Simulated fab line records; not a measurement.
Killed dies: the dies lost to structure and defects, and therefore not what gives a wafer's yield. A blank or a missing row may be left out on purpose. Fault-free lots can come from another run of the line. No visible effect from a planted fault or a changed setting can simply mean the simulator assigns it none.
Split-lot study || flow berkeley_cmos170 || 5 lots, 27 wafers read, on a route of 331 steps

## SPLIT DETAILS
At UCB170_M2_SPUTTER_01 (material Al, target thk 900 nm, time 120 s), the setting time_s was moved away from the recipe's 120 s on 9 of the 27 wafers read, by -52.9% to +29.2%. For the rest of the wafers, this setting stayed at what the recipe calls for.

## FROM THE SPLIT TO THE READING: what the file shows between them, 5 steps
- UCB170_M2_RS_MEAS_02: measures by four-point-probe
- UCB170_M2_THK_MEAS_03: measures by xrf
- UCB170_M2_HMDS_04: prime time 60 s
- UCB170_M2_COAT_05: resist thk 900 nm
- UCB170_M2_ETCH_17: etches BARC in N2/H2

## THE READING
oes_product_au, in a.u., at UCB170_M2_METAL_ETCH_18 (etches Al in Cl2/BCl3, stops on SiO2, target depth 1170 nm, time 195 s). Typical for fault-free wafers on this fab line: 0.845 a.u., with standard deviation 0.012 a.u.

{"wafer": "L079.1", "tool, chamber at the split": "pvd_sputter-04, -", "time_s as run, s": 155, "against the recipe": "+29.2%", "oes_product_au, a.u.": 0.966, "against lot-mates on the recipe": "+0.129"}
{"wafer": "L079.2", "tool, chamber at the split": "pvd_sputter-04, -", "time_s as run, s": 155, "against the recipe": "+29.2%", "oes_product_au, a.u.": 0.954, "against lot-mates on the recipe": "+0.117"}
{"wafer": "L079.3", "tool, chamber at the split": "pvd_sputter-04, -", "time_s as run, s": 155, "against the recipe": "+29.2%", "oes_product_au, a.u.": 0.967, "against lot-mates on the recipe": "+0.130"}
{"wafer": "L079.4", "tool, chamber at the split": "pvd_sputter-04, -", "time_s as run, s": 120, "against the recipe": "recipe", "oes_product_au, a.u.": 0.837, "against lot-mates on the recipe": "-"}
{"wafer": "L079.5", "tool, chamber at the split": "pvd_sputter-04, -", "time_s as run, s": 120, "against the recipe": "recipe", "oes_product_au, a.u.": 0.839, "against lot-mates on the recipe": "-"}
{"wafer": "L079.6", "tool, chamber at the split": "pvd_sputter-04, -", "time_s as run, s": 120, "against the recipe": "recipe", "oes_product_au, a.u.": 0.834, "against lot-mates on the recipe": "-"}
{"wafer": "L076.1", "tool, chamber at the split": "pvd_sputter-02, -", "time_s as run, s": 120, "against the recipe": "recipe", "oes_product_au, a.u.": 0.857, "against lot-mates on the recipe": "-"}
{"wafer": "L076.2", "tool, chamber at the split": "pvd_sputter-02, -", "time_s as run, s": 120, "against the recipe": "recipe", "oes_product_au, a.u.": 0.859, "against lot-mates on the recipe": "-"}
{"wafer": "L076.3", "tool, chamber at the split": "pvd_sputter-02, -", "time_s as run, s": 120, "against the recipe": "recipe", "oes_product_au, a.u.": 0.861, "against lot-mates on the recipe": "-"}
{"wafer": "L076.4", "tool, chamber at the split": "pvd_sputter-02, -", "time_s as run, s": 120, "against the recipe": "recipe", "oes_product_au, a.u.": 0.864, "against lot-mates on the recipe": "-"}
{"wafer": "L076.5", "tool, chamber at the split": "pvd_sputter-02, -", "time_s as run, s": 120, "against the recipe": "recipe", "oes_product_au, a.u.": 0.863, "against lot-mates on the recipe": "-"}
{"wafer": "L076.6", "tool, chamber at the split": "pvd_sputter-02, -", "time_s as run, s": 120, "against the recipe": "recipe", "oes_product_au, a.u.": 0.859, "against lot-mates on the recipe": "-"}
{"wafer": "L080.1", "tool, chamber at the split": "pvd_sputter-03, -", "time_s as run, s": 143.5, "against the recipe": "+19.6%", "oes_product_au, a.u.": 0.933, "against lot-mates on the recipe": "+0.086"}
{"wafer": "L080.2", "tool, chamber at the split": "pvd_sputter-03, -", "time_s as run, s": 120, "against the recipe": "recipe", "oes_product_au, a.u.": 0.847, "against lot-mates on the recipe": "-"}
{"wafer": "L080.3", "tool, chamber at the split": "pvd_sputter-03, -", "time_s as run, s": 120, "against the recipe": "recipe", "oes_product_au, a.u.": 0.844, "against lot-mates on the recipe": "-"}
{"wafer": "L080.4", "tool, chamber at the split": "pvd_sputter-03, -", "time_s as run, s": 143.5, "against the recipe": "+19.6%", "oes_product_au, a.u.": 0.930, "against lot-mates on the recipe": "+0.083"}
{"wafer": "L080.5", "tool, chamber at the split": "pvd_sputter-03, -", "time_s as run, s": 120, "against the recipe": "recipe", "oes_product_au, a.u.": 0.850, "against lot-mates on the recipe": "-"}
{"wafer": "L080.6", "tool, chamber at the split": "pvd_sputter-03, -", "time_s as run, s": 143.5, "against the recipe": "+19.6%", "oes_product_au, a.u.": 0.937, "against lot-mates on the recipe": "+0.090"}
{"wafer": "L077.3", "tool, chamber at the split": "pvd_sputter-02, -", "time_s as run, s": 120, "against the recipe": "recipe", "oes_product_au, a.u.": 0.854, "against lot-mates on the recipe": "-"}
{"wafer": "L077.4", "tool, chamber at the split": "pvd_sputter-02, -", "time_s as run, s": 120, "against the recipe": "recipe", "oes_product_au, a.u.": 0.870, "against lot-mates on the recipe": "-"}
{"wafer": "L077.5", "tool, chamber at the split": "pvd_sputter-02, -", "time_s as run, s": 120, "against the recipe": "recipe", "oes_product_au, a.u.": 0.863, "against lot-mates on the recipe": "-"}
{"wafer": "L083.1", "tool, chamber at the split": "pvd_sputter-03, -", "time_s as run, s": 56.54, "against the recipe": "-52.9%", "oes_product_au, a.u.": 0.593, "against lot-mates on the recipe": -0.255}
{"wafer": "L083.2", "tool, chamber at the split": "pvd_sputter-03, -", "time_s as run, s": 120, "against the recipe": "recipe", "oes_product_au, a.u.": 0.851, "against lot-mates on the recipe": "-"}
{"wafer": "L083.3", "tool, chamber at the split": "pvd_sputter-03, -", "time_s as run, s": 56.54, "against the recipe": "-52.9%", "oes_product_au, a.u.": 0.603, "against lot-mates on the recipe": -0.245}
{"wafer": "L083.4", "tool, chamber at the split": "pvd_sputter-03, -", "time_s as run, s": 120, "against the recipe": "recipe", "oes_product_au, a.u.": 0.845, "against lot-mates on the recipe": "-"}
{"wafer": "L083.5", "tool, chamber at the split": "pvd_sputter-03, -", "time_s as run, s": 56.54, "against the recipe": "-52.9%", "oes_product_au, a.u.": 0.604, "against lot-mates on the recipe": -0.244}
{"wafer": "L083.6", "tool, chamber at the split": "pvd_sputter-03, -", "time_s as run, s": 120, "against the recipe": "recipe", "oes_product_au, a.u.": 0.848, "against lot-mates on the recipe": "-"}

THE FIT
A straight line over all 27 wafers: oes_product_au changes by +0.0045 a.u. for each +1% of time_s; r = +0.99; the points scatter about the line by 0.012 a.u.
The same after taking each lot's own level away (the mean of its wafers on the recipe; 27 wafers): +0.00458 a.u. for each +1%; r = +1.00; scatter 0.0051 a.u.
The reading moves by 0.24 a.u. for the largest change in time_s, on that fit.
Across the lots, their own levels run from 0.8367 to 0.8623 a.u., a range of 2.1 times the standard deviation given above.
Hence the lot-to-lot level has little effect on the slope; both slopes agree.
Check: -0.24 a.u. against its lot-mates is what the line predicts for one of the wafers moved furthest among these (-52.9%) when that wafer is left out of the fit. Against them it came out at -0.255 a.u.

## OTHER SPLITS APPLIED TO THESE WAFERS
Other splits were also applied to these wafers ahead of the reading. Each is held against what the fit with the lots' levels taken away leaves over:
{"other split on the same wafers": "UCB170_GATE_DEVELOP_11 develop_time_s", "wafers away from the commonest value": 9, "r with oes_product_au (lot level and that fit taken away)": "+0.08"}
{"other split on the same wafers": "UCB170_SPACER_ETCHBACK_03 time_s", "wafers away from the commonest value": 9, "r with oes_product_au (lot level and that fit taken away)": -0.03}
{"other split on the same wafers": "UCB170_SILICIDE_SPUTTER_01 time_s", "wafers away from the commonest value": 6, "r with oes_product_au (lot level and that fit taken away)": -0.14}
{"other split on the same wafers": "UCB170_M1_DEVELOP_08 develop_time_s", "wafers away from the commonest value": 6, "r with oes_product_au (lot level and that fit taken away)": -0.10}

## THE WHOLE CHAIN: every reading that the file lists as answering this split, in the file's order
{"step": "UCB170_M2_SPUTTER_01", "what it does": "material Al, target thk 900 nm, time 120 s", "reading": "Al_of_M2_SPUTTER_01.thk_nm (the simulator's own value, which no gauge read)", "change (the file's fit)": "+8.98 nm for each +1% of the setting", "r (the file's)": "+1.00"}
{"step": "UCB170_M2_RS_MEAS_02", "what it does": "measures by four-point-probe", "reading": "M2_AL_RS", "change (the file's fit)": "-0.000556 for each +1% of the setting", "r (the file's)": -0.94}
{"step": "UCB170_M2_THK_MEAS_03", "what it does": "measures by xrf", "reading": "M2_AL_THK", "change (the file's fit)": "+8.96 for each +1% of the setting", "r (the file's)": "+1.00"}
{"step": "UCB170_M2_METAL_ETCH_18", "what it does": "etches Al in Cl2/BCl3, stops on SiO2, target depth 1170 nm, time 195 s", "reading": "oes_product_au", "change (the file's fit)": "+0.00458 a.u. for each +1% of the setting", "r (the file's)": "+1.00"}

## THE FILE'S OWN FIT
oes_product_au changes by +0.00458 a.u. for each +1% of time_s, r = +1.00.
